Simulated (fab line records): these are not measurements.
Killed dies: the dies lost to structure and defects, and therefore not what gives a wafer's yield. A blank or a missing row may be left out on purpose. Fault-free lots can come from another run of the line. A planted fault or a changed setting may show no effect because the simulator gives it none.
fab line records || flow rit-cmos
[record] {"lots": 5, "wafers": 15, "last-day": 7}
route steps=202 shown NWELL@30 PWELL@39 M1@202
lots untouched by any fault: they come from a run of this same line in which no faults occurred
start-h: the number of hours between the record's first day and the start of the first shown wafer of the lot || wait-h: hours since the lot's step before || " repeats the value in the row above || L1.1+2: several wafers, shown together as one row || - no value, or no start given || * or withheld: withheld || < > ~ a bound
route shown NAME@n: a module of which the file shows steps, and the number in the route of the first || usual: the fault-free wafers' mean and standard deviation || same: alike in all rows || chamber/n: place in a boat || sites: each site's reading || _std_site: how widely they spread, as a standard deviation || _edge_site: the outer-site mean with the inner-site mean subtracted || radius-mm: for every site, how far away it sits from the centre of the wafer || mask NAME#n: copy n || behind: the most recent tool/chamber to have shaped the wafer || hold: why the lot was held/for how many hours/how that ended || device: the transistor (n, p or np) that didn't switch || end of line: the same wafers' tests at the end of the route || for a step that has no rows: nothing shown but its recipe || killed: not the wafer's yield, but the dies lost to structure and defects at the first sort || map: shows each die of a wafer: x if killed, . if not, _ if none is there
set.NAME: the setting the step ran with; set.NAME@STEP: the setting that earlier step ran with || model.NAME: the simulator's own value behind a step, which no gauge read
certain route steps with their lots: each step a table, each wafer a row
services: a tool's chamber out of use, with start hour (start-h, from the record's first day; less than 0 if before it), hours out, and reason
[[steps]]
[step RIT_NWELL_SOFTBAKE_02]
[recipe] {"resist": "NOVOLAK", "temp-c": 90, "time-s": 60}
[step RIT_NWELL_EXPOSE_03]
[recipe] {"mask-id": "M2", "na": 0.57, "target-cd-nm": 43900, "dose-mj": 250}
[step RIT_NWELL_PEB_04]
[recipe] {"resist": "NOVOLAK", "temp-c": "withheld", "time-s": "withheld"}
[step RIT_NWELL_DEVELOP_05]
[recipe] {"resist": "NOVOLAK", "develop-time-s": 68, "dev-temp-c": 23}
[step RIT_NWELL_OVL_MEAS_06]
[usual] {"NWELL_OVL": "0.7/1.4"}
{"lot.wafer": "L523.3", "tool": "overlay-02", "chamber": "-", "start-h": 53.57, "wait-h": "-", "NWELL_OVL[nm]": 1.4}
{"lot.wafer": "L523.4", "tool": "overlay-02", "chamber": "-", "start-h": 53.57, "wait-h": "-", "NWELL_OVL[nm]": 2.1}
{"lot.wafer": "L523.5", "tool": "overlay-02", "chamber": "-", "start-h": 53.57, "wait-h": "-", "NWELL_OVL[nm]": 3.6}
{"lot.wafer": "L525.1", "tool": "overlay-01", "chamber": "-", "start-h": 58.04, "wait-h": "-", "NWELL_OVL[nm]": -0.7}
{"lot.wafer": "L525.2", "tool": "overlay-01", "chamber": "-", "start-h": 58.04, "wait-h": "-", "NWELL_OVL[nm]": 0.2}
{"lot.wafer": "L525.6", "tool": "overlay-01", "chamber": "-", "start-h": 58.04, "wait-h": "-", "NWELL_OVL[nm]": 0.8}
{"lot.wafer": "L530.1", "tool": "overlay-01", "chamber": "-", "start-h": 83.53, "wait-h": "-", "NWELL_OVL[nm]": -1.1}
{"lot.wafer": "L530.3", "tool": "overlay-01", "chamber": "-", "start-h": 83.53, "wait-h": "-", "NWELL_OVL[nm]": 1.3}
{"lot.wafer": "L530.4", "tool": "overlay-01", "chamber": "-", "start-h": 83.53, "wait-h": "-", "NWELL_OVL[nm]": -1.3}
{"lot.wafer": "L534.2", "tool": "overlay-01", "chamber": "-", "start-h": 101.87, "wait-h": "-", "NWELL_OVL[nm]": -0.6}
{"lot.wafer": "L534.4", "tool": "overlay-01", "chamber": "-", "start-h": 101.87, "wait-h": "-", "NWELL_OVL[nm]": 0.4}
{"lot.wafer": "L534.5", "tool": "overlay-01", "chamber": "-", "start-h": 101.87, "wait-h": "-", "NWELL_OVL[nm]": 2.8}
{"lot.wafer": "L541.1", "tool": "overlay-01", "chamber": "-", "start-h": 138.16, "wait-h": "-", "NWELL_OVL[nm]": 0.8}
{"lot.wafer": "L541.3", "tool": "overlay-01", "chamber": "-", "start-h": 138.16, "wait-h": "-", "NWELL_OVL[nm]": 2.2}
{"lot.wafer": "L541.6", "tool": "overlay-01", "chamber": "-", "start-h": 138.16, "wait-h": "-", "NWELL_OVL[nm]": 0.0}
[step RIT_NWELL_HARDBAKE_07]
[recipe] {"resist": "NOVOLAK", "temp-c": 140, "time-s": 120}
[step RIT_NWELL_IMPLANT_08]
[recipe] {"species": "P", "energy-kev": 170, "dose-cm2": 5e+13, "tilt-deg": 7}
[step RIT_NWELL_STRIP_09]
[recipe] {"chemistry": "O2", "time-s": 180, "resist": "NOVOLAK", "platen-temp-c": "withheld", "power-w": 500, "pressure-mtorr": 4000, "o2-flow-sccm": 4000}
[usual] {"drypump-motor-current-A": "6.1/0.43"}
{"lot.wafer": "L523.3", "tool": "plasma-asher-04", "chamber": 1, "start-h": 54.06, "wait-h": 0.1, "drypump-motor-current-A": 6.7, "rf-hours-counter-h": "-"}
{"lot.wafer": "L523.4", "tool": "plasma-asher-04", "chamber": 0, "start-h": 54.06, "wait-h": 0.1, "drypump-motor-current-A": 6.4, "rf-hours-counter-h": "-"}
{"lot.wafer": "L523.5", "tool": "plasma-asher-04", "chamber": 1, "start-h": 54.06, "wait-h": 0.1, "drypump-motor-current-A": 6.7, "rf-hours-counter-h": "-"}
{"lot.wafer": "L525.1", "tool": "plasma-asher-01", "chamber": 0, "start-h": 58.61, "wait-h": 0.1, "drypump-motor-current-A": 5.9, "rf-hours-counter-h": 39}
{"lot.wafer": "L525.2", "tool": "plasma-asher-01", "chamber": 1, "start-h": 58.61, "wait-h": 0.1, "drypump-motor-current-A": 5.8, "rf-hours-counter-h": 39}
{"lot.wafer": "L525.6", "tool": "plasma-asher-01", "chamber": 1, "start-h": 58.61, "wait-h": 0.1, "drypump-motor-current-A": 5.8, "rf-hours-counter-h": "-"}
{"lot.wafer": "L530.1", "tool": "plasma-asher-04", "chamber": 1, "start-h": 84.03, "wait-h": 0.1, "drypump-motor-current-A": 6.7, "rf-hours-counter-h": 30}
{"lot.wafer": "L530.3", "tool": "plasma-asher-04", "chamber": 0, "start-h": 84.03, "wait-h": 0.1, "drypump-motor-current-A": 6.4, "rf-hours-counter-h": "-"}
{"lot.wafer": "L530.4", "tool": "plasma-asher-04", "chamber": 1, "start-h": 84.03, "wait-h": 0.1, "drypump-motor-current-A": 6.7, "rf-hours-counter-h": "-"}
{"lot.wafer": "L534.2", "tool": "plasma-asher-04", "chamber": 1, "start-h": 102.30, "wait-h": 0.1, "drypump-motor-current-A": 6.7, "rf-hours-counter-h": 33}
{"lot.wafer": "L534.4", "tool": "plasma-asher-04", "chamber": 1, "start-h": 102.30, "wait-h": 0.1, "drypump-motor-current-A": 6.7, "rf-hours-counter-h": "-"}
{"lot.wafer": "L534.5", "tool": "plasma-asher-04", "chamber": 1, "start-h": 102.30, "wait-h": 0.1, "drypump-motor-current-A": 6.7, "rf-hours-counter-h": "-"}
{"lot.wafer": "L541.1", "tool": "plasma-asher-04", "chamber": 1, "start-h": 138.59, "wait-h": 0.1, "drypump-motor-current-A": 6.7, "rf-hours-counter-h": 38}
{"lot.wafer": "L541.3", "tool": "plasma-asher-04", "chamber": 1, "start-h": 138.59, "wait-h": 0.1, "drypump-motor-current-A": 6.7, "rf-hours-counter-h": "-"}
{"lot.wafer": "L541.6", "tool": "plasma-asher-04", "chamber": 0, "start-h": 138.59, "wait-h": 0.1, "drypump-motor-current-A": 6.3, "rf-hours-counter-h": "-"}
[step RIT_NWELL_TW_MEAS_10]
[usual] {"NWELL_TW": "2164/24"}
{"lot.wafer": "L523.3", "tool": "film-metro-01", "chamber": "-", "start-h": 54.19, "wait-h": 0.1, "NWELL_TW": 2187}
{"lot.wafer": "L523.4", "tool": "film-metro-01", "chamber": "-", "start-h": 54.19, "wait-h": 0.1, "NWELL_TW": 2188}
{"lot.wafer": "L523.5", "tool": "film-metro-01", "chamber": "-", "start-h": 54.19, "wait-h": 0.1, "NWELL_TW": 2184}
{"lot.wafer": "L525.1", "tool": "film-metro-04", "chamber": "-", "start-h": 58.79, "wait-h": 0.1, "NWELL_TW": 2134}
{"lot.wafer": "L525.2", "tool": "film-metro-04", "chamber": "-", "start-h": 58.79, "wait-h": 0.1, "NWELL_TW": 2129}
{"lot.wafer": "L525.6", "tool": "film-metro-04", "chamber": "-", "start-h": 58.79, "wait-h": 0.1, "NWELL_TW": 2135}
{"lot.wafer": "L530.1", "tool": "film-metro-01", "chamber": "-", "start-h": 84.20, "wait-h": 0.1, "NWELL_TW": 2172}
{"lot.wafer": "L530.3", "tool": "film-metro-01", "chamber": "-", "start-h": 84.20, "wait-h": 0.1, "NWELL_TW": 2167}
{"lot.wafer": "L530.4", "tool": "film-metro-01", "chamber": "-", "start-h": 84.20, "wait-h": 0.1, "NWELL_TW": 2177}
{"lot.wafer": "L534.2", "tool": "film-metro-04", "chamber": "-", "start-h": 102.48, "wait-h": 0.1, "NWELL_TW": 2136}
{"lot.wafer": "L534.4", "tool": "film-metro-04", "chamber": "-", "start-h": 102.48, "wait-h": 0.1, "NWELL_TW": 2142}
{"lot.wafer": "L534.5", "tool": "film-metro-04", "chamber": "-", "start-h": 102.48, "wait-h": 0.1, "NWELL_TW": 2121}
{"lot.wafer": "L541.1", "tool": "film-metro-01", "chamber": "-", "start-h": 138.77, "wait-h": 0.1, "NWELL_TW": 2201}
{"lot.wafer": "L541.3", "tool": "film-metro-01", "chamber": "-", "start-h": 138.77, "wait-h": 0.1, "NWELL_TW": 2171}
{"lot.wafer": "L541.6", "tool": "film-metro-01", "chamber": "-", "start-h": 138.77, "wait-h": 0.1, "NWELL_TW": 2191}
[step RIT_PWELL_HMDS_00]
[recipe] {"prime-time-s": 60, "prime-temp-c": 140}
[step RIT_PWELL_COAT_01]
[recipe] {"resist": "NOVOLAK", "spin-rpm": 2000, "resist-thk-nm": 1300}
[step RIT_PWELL_SOFTBAKE_02]
[recipe] {"resist": "NOVOLAK", "temp-c": 90, "time-s": 60}
[step RIT_PWELL_EXPOSE_03]
[recipe] {"mask-id": "M3", "na": 0.57, "target-cd-nm": 43700, "dose-mj": 250}
[same] {"na": 0.57}
{"lot.wafer": "L523.3+4+5", "tool": "iline-stepper-02", "chamber": 0, "start-h": 54.85, "wait-h": 0.2, "mask": "M3_R1#0"}
{"lot.wafer": "L525.1+2+6", "tool": "iline-stepper-01", "chamber": 0, "start-h": 59.30, "wait-h": 0.1, "mask": "M3#0"}
{"lot.wafer": "L530.1+3+4", "tool": "iline-stepper-01", "chamber": 0, "start-h": 84.88, "wait-h": 0.2, "mask": "M3#0"}
{"lot.wafer": "L534.2+4+5", "tool": "iline-stepper-01", "chamber": 0, "start-h": 103.13, "wait-h": 0.2, "mask": "M3#0"}
{"lot.wafer": "L541.1+3+6", "tool": "iline-stepper-02", "chamber": 0, "start-h": 139.48, "wait-h": 0.3, "mask": "M3#0"}
[step RIT_PWELL_PEB_04]
[recipe] {"resist": "NOVOLAK", "temp-c": "withheld", "time-s": "withheld"}
[step RIT_M1_PROBE_99]
[usual] {"killed-at-front-end": "7.3/2.8", "killed-dies": "7.3/2.8", "killed-on-rim": "1.9/1.3", "killed-open": "3.8/1.9", "killed-short": "3.5/1.8"}
[same] {"gross-dies": 264, "killed_at_M0_to_M3": 0, "killed_at_M4_up": 0, "killed-at-back-side": 0, "killed-at-contacts": 0, "killed-at-other": 0}
{"lot.wafer": "L523.3", "tool": "prober-01", "chamber": "-", "start-h": 94.35, "wait-h": 0.2, "killed-at-front-end": 8, "killed-dies": 8, "killed-on-rim": 1, "killed-open": 4, "killed-short": 4, "model.etest.well-edge-left.line-ohm-um": 173.8, "model.etest.well-edge-right.line-ohm-um": 171.5, "model.etest.iso-nwell-nwell.bv-v": 23.59}
{"lot.wafer": "L523.4", "tool": "prober-01", "chamber": "-", "start-h": 94.40, "wait-h": 0.2, "killed-at-front-end": 8, "killed-dies": 8, "killed-on-rim": 0, "killed-open": 4, "killed-short": 4, "model.etest.well-edge-left.line-ohm-um": 170.5, "model.etest.well-edge-right.line-ohm-um": 173, "model.etest.iso-nwell-nwell.bv-v": 23.28}
{"lot.wafer": "L523.5", "tool": "prober-01", "chamber": "-", "start-h": 94.45, "wait-h": 0.2, "killed-at-front-end": 5, "killed-dies": 5, "killed-on-rim": 2, "killed-open": 1, "killed-short": 4, "model.etest.well-edge-left.line-ohm-um": 174.8, "model.etest.well-edge-right.line-ohm-um": 169.8, "model.etest.iso-nwell-nwell.bv-v": 23.62}
{"lot.wafer": "L525.1", "tool": "prober-01", "chamber": "-", "start-h": 100.93, "wait-h": 0.1, "killed-at-front-end": 2, "killed-dies": 2, "killed-on-rim": 0, "killed-open": 0, "killed-short": 2, "model.etest.well-edge-left.line-ohm-um": 181, "model.etest.well-edge-right.line-ohm-um": 181, "model.etest.iso-nwell-nwell.bv-v": 22.23}
{"lot.wafer": "L525.2", "tool": "prober-01", "chamber": "-", "start-h": 100.98, "wait-h": 0.1, "killed-at-front-end": 3, "killed-dies": 3, "killed-on-rim": 1, "killed-open": 2, "killed-short": 1, "model.etest.well-edge-left.line-ohm-um": 183.7, "model.etest.well-edge-right.line-ohm-um": 182.8, "model.etest.iso-nwell-nwell.bv-v": 22.24}
{"lot.wafer": "L525.6", "tool": "prober-01", "chamber": "-", "start-h": 101.18, "wait-h": 0.2, "killed-at-front-end": 3, "killed-dies": 3, "killed-on-rim": 1, "killed-open": 1, "killed-short": 2, "model.etest.well-edge-left.line-ohm-um": 184.5, "model.etest.well-edge-right.line-ohm-um": 181.3, "model.etest.iso-nwell-nwell.bv-v": 22.02}
{"lot.wafer": "L530.1", "tool": "prober-01", "chamber": "-", "start-h": 123.35, "wait-h": 0.1, "killed-at-front-end": 8, "killed-dies": 8, "killed-on-rim": 2, "killed-open": 4, "killed-short": 4, "model.etest.well-edge-left.line-ohm-um": 183.2, "model.etest.well-edge-right.line-ohm-um": 181.3, "model.etest.iso-nwell-nwell.bv-v": 22.16}
{"lot.wafer": "L530.3", "tool": "prober-01", "chamber": "-", "start-h": 123.45, "wait-h": 0.2, "killed-at-front-end": 5, "killed-dies": 5, "killed-on-rim": 0, "killed-open": 3, "killed-short": 2, "model.etest.well-edge-left.line-ohm-um": 183.2, "model.etest.well-edge-right.line-ohm-um": 183, "model.etest.iso-nwell-nwell.bv-v": 22.39}
{"lot.wafer": "L530.4", "tool": "prober-01", "chamber": "-", "start-h": 123.50, "wait-h": 0.2, "killed-at-front-end": 6, "killed-dies": 6, "killed-on-rim": 1, "killed-open": 3, "killed-short": 3, "model.etest.well-edge-left.line-ohm-um": 182.7, "model.etest.well-edge-right.line-ohm-um": 185.2, "model.etest.iso-nwell-nwell.bv-v": 22.31}
{"lot.wafer": "L534.2", "tool": "prober-01", "chamber": "-", "start-h": 151.00, "wait-h": 0.1, "killed-at-front-end": 7, "killed-dies": 7, "killed-on-rim": 2, "killed-open": 2, "killed-short": 4, "model.etest.well-edge-left.line-ohm-um": 182.8, "model.etest.well-edge-right.line-ohm-um": 182.5, "model.etest.iso-nwell-nwell.bv-v": 22.32}
{"lot.wafer": "L534.4", "tool": "prober-01", "chamber": "-", "start-h": 151.10, "wait-h": 0.2, "killed-at-front-end": 4, "killed-dies": 4, "killed-on-rim": 2, "killed-open": 1, "killed-short": 3, "model.etest.well-edge-left.line-ohm-um": 182.3, "model.etest.well-edge-right.line-ohm-um": 182.6, "model.etest.iso-nwell-nwell.bv-v": 22.23}
{"lot.wafer": "L534.5", "tool": "prober-01", "chamber": "-", "start-h": 151.15, "wait-h": 0.2, "killed-at-front-end": 5, "killed-dies": 5, "killed-on-rim": 1, "killed-open": 2, "killed-short": 2, "model.etest.well-edge-left.line-ohm-um": 183.8, "model.etest.well-edge-right.line-ohm-um": 181.6, "model.etest.iso-nwell-nwell.bv-v": 22.29}
{"lot.wafer": "L541.1", "tool": "prober-02", "chamber": "-", "start-h": 176.64, "wait-h": 0.1, "killed-at-front-end": 3, "killed-dies": 3, "killed-on-rim": 0, "killed-open": 0, "killed-short": 3, "model.etest.well-edge-left.line-ohm-um": 186, "model.etest.well-edge-right.line-ohm-um": 181.2, "model.etest.iso-nwell-nwell.bv-v": 21.93}
{"lot.wafer": "L541.3", "tool": "prober-02", "chamber": "-", "start-h": 176.74, "wait-h": 0.2, "killed-at-front-end": 6, "killed-dies": 6, "killed-on-rim": 0, "killed-open": 4, "killed-short": 2, "model.etest.well-edge-left.line-ohm-um": 183.5, "model.etest.well-edge-right.line-ohm-um": 183.2, "model.etest.iso-nwell-nwell.bv-v": 22.13}
{"lot.wafer": "L541.6", "tool": "prober-02", "chamber": "-", "start-h": 176.89, "wait-h": 0.2, "killed-at-front-end": 7, "killed-dies": 7, "killed-on-rim": 2, "killed-open": 3, "killed-short": 4, "model.etest.well-edge-left.line-ohm-um": 181.7, "model.etest.well-edge-right.line-ohm-um": 183.1, "model.etest.iso-nwell-nwell.bv-v": 22.27}
// killed by level:class
L523.3 FOX1:geometric-particle:open=2 GATE:geometric-particle:short=2 FOX2:geometric-particle:short=1 GATE:geometric-particle:open=1 REOX:geometric-particle:short=1 SILICIDE:geometric-particle:open=1
L523.4 SILICIDE:geometric-particle:open=2 FOX1:geometric-particle:short=1 FOX2:geometric-particle:short=1 FOX2:geometric-particle:open=1 GATE:geometric-particle:short=1 SPACER:geometric-particle:open=1 SILICIDE:geometric-particle:short=1
L523.5 SILICIDE:geometric-particle:short=2 FOX1:geometric-particle:open=1 FOX1:geometric-particle:short=1 GATE:geometric-particle:short=1
L525.1 REOX:geometric-particle:short=1 SILICIDE:geometric-particle:short=1
L525.2 FOX1:geometric-particle:short=1 FOX1:geometric-particle:open=1 SPACER:geometric-particle:open=1
L525.6 ACTIVE:geometric-particle:short=1 FOX1:geometric-particle:short=1 SILICIDE:geometric-particle:open=1
L530.1 FOX1:geometric-particle:short=2 SPACER:geometric-particle:open=2 FOX1:geometric-particle:open=1 FOX2:geometric-particle:short=1 GATE:geometric-particle:open=1 SPACER:geometric-particle:short=1
L530.3 FOX2:geometric-particle:short=2 GATE:geometric-particle:open=2 SILICIDE:geometric-particle:open=1
L530.4 GATE:geometric-particle:short=3 GATE:geometric-particle:open=2 SILICIDE:geometric-particle:open=1
L534.2 GATE:geometric-particle:short=2 SPACER:geometric-particle:short=2 FOX1:geometric-particle:open=1 SILICIDE:geometric-particle:open=1 PWELL:coat-microbubble-printed=1
L534.4 GATE:geometric-particle:short=2 REOX:geometric-particle:open=1 SPACER:geometric-particle:short=1
L534.5 GATE:geometric-particle:short=1 GATE:geometric-particle:open=1 REOX:geometric-particle:short=1 SILICIDE:geometric-particle:open=1 PWELL:coat-microbubble-printed=1
L541.1 GATE:geometric-particle:short=3
L541.3 GATE:geometric-particle:open=3 FOX1:geometric-particle:short=2 SILICIDE:geometric-particle:open=1
L541.6 FOX1:geometric-particle:open=2 GATE:geometric-particle:short=2 FOX1:geometric-particle:short=1 SPACER:geometric-particle:short=1 SILICIDE:geometric-particle:open=1
[[services]]
{"tool": "iline-stepper-01", "chamber": "-", "start-h": 35.94, "hours": 1.7, "kind": "pm"}
{"tool": "iline-stepper-01", "chamber": 0, "start-h": 48.95, "hours": "-", "kind": "calibration"}
{"tool": "plasma-asher-01", "chamber": "-", "start-h": 83.33, "hours": 28.1, "kind": "pm"}
{"tool": "iline-stepper-02", "chamber": 0, "start-h": 111.26, "hours": "-", "kind": "calibration"}
{"tool": "plasma-asher-01", "chamber": "-", "start-h": 111.44, "hours": 9.0, "kind": "pm"}
{"tool": "plasma-asher-01", "chamber": 0, "start-h": 111.44, "hours": 9.0, "kind": "vent-cycle"}
{"tool": "plasma-asher-01", "chamber": 1, "start-h": 111.44, "hours": 9.0, "kind": "vent-cycle"}
{"tool": "plasma-asher-01", "chamber": "-", "start-h": 113.25, "hours": 4.2, "kind": "repair"}
{"tool": "iline-stepper-01", "chamber": "-", "start-h": 115.01, "hours": 3.7, "kind": "repair"}
{"tool": "plasma-asher-01", "chamber": 0, "start-h": 120.44, "hours": "-", "kind": "clean"}
{"tool": "plasma-asher-01", "chamber": 1, "start-h": 120.44, "hours": "-", "kind": "clean"}
[[key]]
[first-sign] {"step": "RIT_PWELL_EXPOSE_03", "reading": "mask", "direction": "changed"}
effect none on later readings
[model-effect] {"step": "RIT_M1_PROBE_99", "value": "etest.well-edge-left.line-ohm-um", "without": 184.1, "struck": 173}
met-at RIT_PWELL_EXPOSE_03
struck-wafers L523.3,L523.4,L523.5
tester-left-out L523
[fault] {"kind": "wrong-mask", "tool": "any", "chamber": "-", "onset-h": 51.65, "steps": "RIT_PWELL_EXPOSE_03", "aux-copy": "M3_R1#0", "cd-offset-nm": -350, "scope": "struck-lots-only"}
// tester-left-out: of these lots the tester's yield and bins aren't shown, on N5 and GAA mostly nor the transistor test; their killed dies are dies lost to structure and defects alone, not to doping, threshold or leakage, so they don't give the yield
